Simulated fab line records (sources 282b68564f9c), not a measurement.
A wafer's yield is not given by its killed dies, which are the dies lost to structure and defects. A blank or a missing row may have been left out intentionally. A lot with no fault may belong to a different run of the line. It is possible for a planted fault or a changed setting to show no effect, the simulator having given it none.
fab line records + flow rit_cmos
record
- lots=14
- wafers=42
- last_day=8
route steps=202 shown ACTIVE@15 M1@202
lots that met no fault: taken from a fault-free run of the same line
start_h: start of the lot's first displayed wafer, in hours after the record's first day + wait_h: how many hours have passed since the lot's step before this one + " identical to the entry in the row above + L1.1+2: one row covering several wafers at once + - no value, or no start was given + * or withheld: withheld + < > ~ a bound
route shown NAME@n: NAME is a module with steps in the file, n the number in the route of the first one + usual: mean/standard deviation of fault-free wafers + same: alike in all rows + chamber/n: place in a boat + sites: each site's reading + _std_site: their standard deviation + _edge_site: inner sites' mean taken away from outer sites' mean + radius_mm: how far each site lies from the wafer's centre + mask NAME#n: copy n + behind: the tool/chamber that last shaped the wafer + hold: cause of the lot's hold/its duration in hours/its outcome + device: which transistor (n, p or np) failed to switch + end of line: the same wafers' tests at the end of the route + a step without rows: its recipe alone + killed: the dies lost at the first sort to structure and to defects; this is not the yield of the wafer + map: shows each die of a wafer: x if killed, . if not, _ if none is there
set.NAME: the run value of the setting; set.NAME@STEP: its run value at that earlier step + model.NAME: the simulator's own value behind a step, which no gauge read
the route's steps for a sample of lots (tables are steps, rows are wafers)
services: a tool's chamber out of use, with start hour (start_h, from the record's first day; less than 0 if before it), hours out, and reason
## steps
# step RIT_ACTIVE_STRIP_14
# recipe
- chemistry=O2
- time_s=180
- resist=NOVOLAK
- platen_temp_c=withheld
- power_w=500
- pressure_mtorr=4000
- o2_flow_sccm=4000
# usual
- chamber_pressure_mTorr=4000/4
- drypump_motor_current_A=5.77/0.23
| lot.wafer | tool            | chamber | start_h | wait_h | chamber_pressure_mTorr | drypump_motor_current_A | rf_hours_counter_h |
|-----------|-----------------|---------|---------|--------|------------------------|-------------------------|--------------------|
| L392.2    | plasma_asher-02 | 1       | 20.50   | 0.1    | 3997                   | 6.01                    | 24                 |
| L392.3    | "               | 1       | "       | "      | 4005                   | 6.02                    | -                  |
| L392.6    | "               | 0       | "       | "      | 3996                   | 5.78                    | -                  |
| L393.1    | plasma_asher-01 | 0       | 26.08   | 0.1    | 3998                   | 5.73                    | 36                 |
| L393.2    | "               | 1       | "       | "      | 4010                   | 6.08                    | 36                 |
| L393.4    | "               | 0       | "       | "      | 4000                   | 5.72                    | -                  |
| L394.4    | plasma_asher-02 | 0       | 31.28   | 0.1    | 4001                   | 5.76                    | -                  |
| L394.5    | "               | 1       | "       | "      | 3998                   | 6.03                    | -                  |
| L394.6    | "               | 0       | "       | "      | 4002                   | 5.75                    | -                  |
| L395.2    | plasma_asher-02 | 1       | 36.97   | 0.1    | 4001                   | 5.99                    | 26                 |
| L395.4    | "               | 0       | "       | "      | 4000                   | 5.77                    | -                  |
| L395.5    | "               | 0       | "       | "      | 4002                   | 5.77                    | -                  |
| L396.3    | plasma_asher-03 | 0       | 42.64   | 0.1    | 4002                   | 5.38                    | -                  |
| L396.4    | "               | 1       | "       | "      | 3998                   | 5.72                    | -                  |
| L396.6    | "               | 1       | "       | "      | 4000                   | 5.74                    | -                  |
| L397.2    | plasma_asher-01 | 1       | 47.27   | 0.1    | -                      | -                       | -                  |
| L397.5    | "               | 1       | "       | "      | -                      | -                       | -                  |
| L397.6    | "               | 0       | "       | "      | -                      | -                       | -                  |
| L398.1    | plasma_asher-03 | 1       | 54.73   | 0.1    | -                      | -                       | -                  |
| L398.2    | "               | 0       | "       | "      | -                      | -                       | -                  |
| L398.3    | "               | 0       | "       | "      | -                      | -                       | -                  |
| L404.2    | plasma_asher-01 | 1       | 82.66   | 0.1    | 3999                   | 6.09                    | 41                 |
| L404.3    | "               | 1       | "       | "      | 4000                   | 6.10                    | -                  |
| L404.5    | "               | 1       | "       | "      | 4002                   | 6.06                    | -                  |
| L409.2    | plasma_asher-01 | 0       | 105.89  | 0.1    | 3998                   | 5.76                    | 44                 |
| L409.3    | "               | 1       | "       | "      | 4001                   | 6.06                    | -                  |
| L409.4    | "               | 0       | "       | "      | 4000                   | 5.74                    | -                  |
| L410.1    | plasma_asher-01 | 0       | 110.37  | 0.1    | 4001                   | 5.75                    | 45                 |
| L410.3    | "               | 1       | "       | "      | 4006                   | 6.10                    | -                  |
| L410.6    | "               | 0       | "       | "      | 4008                   | 5.73                    | -                  |
| L411.4    | plasma_asher-02 | 0       | 116.06  | 0.1    | 4001                   | 5.78                    | -                  |
| L411.5    | "               | 1       | "       | "      | 4004                   | 6.02                    | -                  |
| L411.6    | "               | 0       | "       | "      | 3997                   | 5.77                    | -                  |
| L412.2    | plasma_asher-02 | 1       | 120.39  | 0.1    | 3999                   | 6.01                    | 33                 |
| L412.4    | "               | 0       | "       | "      | 3997                   | 5.77                    | -                  |
| L412.5    | "               | 0       | "       | "      | 3999                   | 5.76                    | -                  |
| L413.1    | plasma_asher-02 | 0       | 126.07  | 0.1    | 4003                   | 5.80                    | 34                 |
| L413.3    | "               | 0       | "       | "      | 4000                   | 5.78                    | -                  |
| L413.4    | "               | 1       | "       | "      | 4000                   | 6.03                    | -                  |
| L414.2    | plasma_asher-03 | 1       | 131.84  | 0.1    | 3999                   | 5.74                    | 2                  |
| L414.3    | "               | 1       | "       | "      | 4002                   | 5.76                    | -                  |
| L414.6    | "               | 1       | "       | "      | 3995                   | 5.76                    | -                  |
# step RIT_M1_PROBE_99
# usual
- killed_at_contacts=0.1/0.37
- killed_at_front_end=6.9/2.9
- killed_dies=7.1/2.9
- killed_on_rim=1.9/1.4
- killed_open=3.3/1.8
- killed_short=3.6/2.2
# same
- gross_dies=264
- killed_at_M0_to_M3=0
- killed_at_M4_up=0
- killed_at_back_side=0
- killed_at_other=0
| lot.wafer | tool      | chamber | start_h | wait_h | killed_at_contacts | killed_at_front_end | killed_dies | killed_on_rim | killed_open | killed_short |
|-----------|-----------|---------|---------|--------|--------------------|---------------------|-------------|---------------|-------------|--------------|
| L394.4    | prober-02 | -       | 83.10   | 0.2    | 0                  | 16                  | 16          | 5             | 5           | 11           |
| L394.5    | prober-02 | -       | 83.15   | 0.2    | 0                  | 11                  | 11          | 4             | 7           | 4            |
| L394.6    | prober-02 | -       | 83.20   | 0.2    | 0                  | 11                  | 11          | 3             | 6           | 5            |
| L397.2    | prober-01 | -       | 101.45  | 0.1    | 0                  | 264                 | 264         | 70            | 2           | 4            |
| L397.5    | prober-01 | -       | 101.60  | 0.2    | 0                  | 264                 | 264         | 70            | 1           | 3            |
| L397.6    | prober-01 | -       | 101.65  | 0.2    | 0                  | 264                 | 264         | 70            | 0           | 2            |
| L398.1    | prober-02 | -       | 104.76  | 0.1    | 0                  | 264                 | 264         | 70            | 3           | 6            |
| L398.2    | prober-02 | -       | 104.81  | 0.1    | 1                  | 263                 | 264         | 70            | 2           | 6            |
| L398.3    | prober-02 | -       | 104.86  | 0.2    | 0                  | 264                 | 264         | 70            | 3           | 4            |
| L409.2    | prober-01 | -       | 156.71  | 0.1    | 0                  | 14                  | 14          | 1             | 3           | 11           |
| L409.3    | prober-01 | -       | 156.76  | 0.2    | 2                  | 12                  | 14          | 1             | 4           | 9            |
| L409.4    | prober-01 | -       | 156.81  | 0.2    | 1                  | 8                   | 9           | 0             | 4           | 4            |
# killed by level:class
L394.4 REOX:geometric_particle:short=5 GATE:geometric_particle:short=2 GATE:geometric_particle:open=2 REOX:geometric_particle:open=2 SPACER:geometric_particle:short=2 FOX1:geometric_particle:open=1 FOX1:geometric_particle:short=1 FOX2:geometric_particle:short=1
L394.5 FOX1:geometric_particle:short=3 GATE:geometric_particle:open=3 REOX:geometric_particle:open=3 SILICIDE:geometric_particle:open=1 REOX:geometric_particle:short=1
L394.6 FOX1:geometric_particle:open=3 GATE:geometric_particle:short=2 REOX:geometric_particle:open=2 REOX:geometric_particle:short=2 FOX1:geometric_particle:short=1 GATE:geometric_particle:open=1
L397.2 FOX1:area_oxidation=258 SPACER:geometric_particle:short=2 FOX1:geometric_particle:open=1 GATE:geometric_particle:short=1 GATE:geometric_particle:open=1 SILICIDE:geometric_particle:short=1
L397.5 FOX1:area_oxidation=260 GATE:geometric_particle:short=1 GATE:geometric_particle:open=1 SPACER:geometric_particle:short=1 SILICIDE:geometric_particle:short=1
L397.6 FOX1:area_oxidation=262 FOX2:geometric_particle:short=1 SPACER:geometric_particle:short=1
L398.1 FOX1:area_oxidation=255 GATE:geometric_particle:short=3 SPACER:geometric_particle:short=2 FOX1:geometric_particle:short=1 FOX1:geometric_particle:open=1 GATE:geometric_particle:open=1 REOX:geometric_particle:open=1
L398.2 FOX1:area_oxidation=256 REOX:geometric_particle:short=3 FOX1:geometric_particle:short=1 FOX1:geometric_particle:open=1 GATE:geometric_particle:short=1 SPACER:geometric_particle:open=1 CONTACT:geometric_particle:short=1
L398.3 FOX1:area_oxidation=257 REOX:geometric_particle:short=2 FOX1:geometric_particle:short=1 GATE:geometric_particle:open=1 GATE:geometric_particle:short=1 SPACER:geometric_particle:open=1 SILICIDE:geometric_particle:open=1
L409.2 GATE:geometric_particle:short=5 SILICIDE:geometric_particle:short=3 REOX:geometric_particle:short=2 FOX1:geometric_particle:short=1 REOX:geometric_particle:open=1 SPACER:geometric_particle:open=1 SILICIDE:geometric_particle:open=1
L409.3 GATE:geometric_particle:short=3 GATE:geometric_particle:open=2 SPACER:geometric_particle:short=2 SILICIDE:geometric_particle:short=2 REOX:geometric_particle:short=1 SPACER:geometric_particle:open=1 SILICIDE:geometric_particle:open=1 CONTACT:geometric_particle:short=1
L409.4 GATE:geometric_particle:open=2 FOX1:geometric_particle:short=1 GATE:geometric_particle:short=1 REOX:geometric_particle:short=1 SPACER:geometric_particle:short=1 SPACER:geometric_particle:open=1 SILICIDE:geometric_particle:open=1 CONTACT:coat_microbubble_printed=1
## services
| tool            | chamber | start_h | hours | kind       |
|-----------------|---------|---------|-------|------------|
| plasma_asher-01 | -       | 31.07   | 15.6  | pm         |
| plasma_asher-02 | -       | 58.08   | 9.8   | repair     |
| plasma_asher-02 | -       | 67.84   | 9.9   | pm         |
| plasma_asher-03 | -       | 108.75  | 9.0   | pm         |
| plasma_asher-03 | 0       | 108.75  | 9.0   | vent_cycle |
| plasma_asher-03 | 1       | 108.75  | 9.0   | vent_cycle |
| plasma_asher-03 | 0       | 117.75  | -     | clean      |
| plasma_asher-03 | 1       | 117.75  | -     | clean      |
## key
first_sign
- step=RIT_ACTIVE_STRIP_14
- reading=tool_record
- direction=missing
effect
- step=RIT_M1_PROBE_99
- reading=killed_at_front_end
- direction=up
- sigmas=90
- usual=6.9
- struck=263.8
more_kills_born_at
- RIT_FOX1_OXIDATION_00@furnace-03=780
- RIT_FOX1_OXIDATION_00@furnace-01=768
met_at RIT_ACTIVE_STRIP_14
struck_lots L397,L398
later_rows_left_out L397.2,L397.5,L397.6,L398.1,L398.2,L398.3
tester_left_out L397,L398
onset_between 42.64 47.27
fault
- kind=skipped_step_whole
- tool=plasma_asher-01,plasma_asher-03
- chamber=-
- onset_h=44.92
- steps=RIT_ACTIVE_STRIP_14
- scope=struck_lots_only
# tester_left_out: of these lots the tester's yield and bins aren't shown, on N5 and GAA mostly nor the transistor test; their killed dies are dies lost to structure and defects alone, not to doping, threshold or leakage, so they don't give the yield
# later_rows_left_out: the simulator's readings of these wafers behind a module that went badly wrong aren't trusted and aren't shown, but for the sort
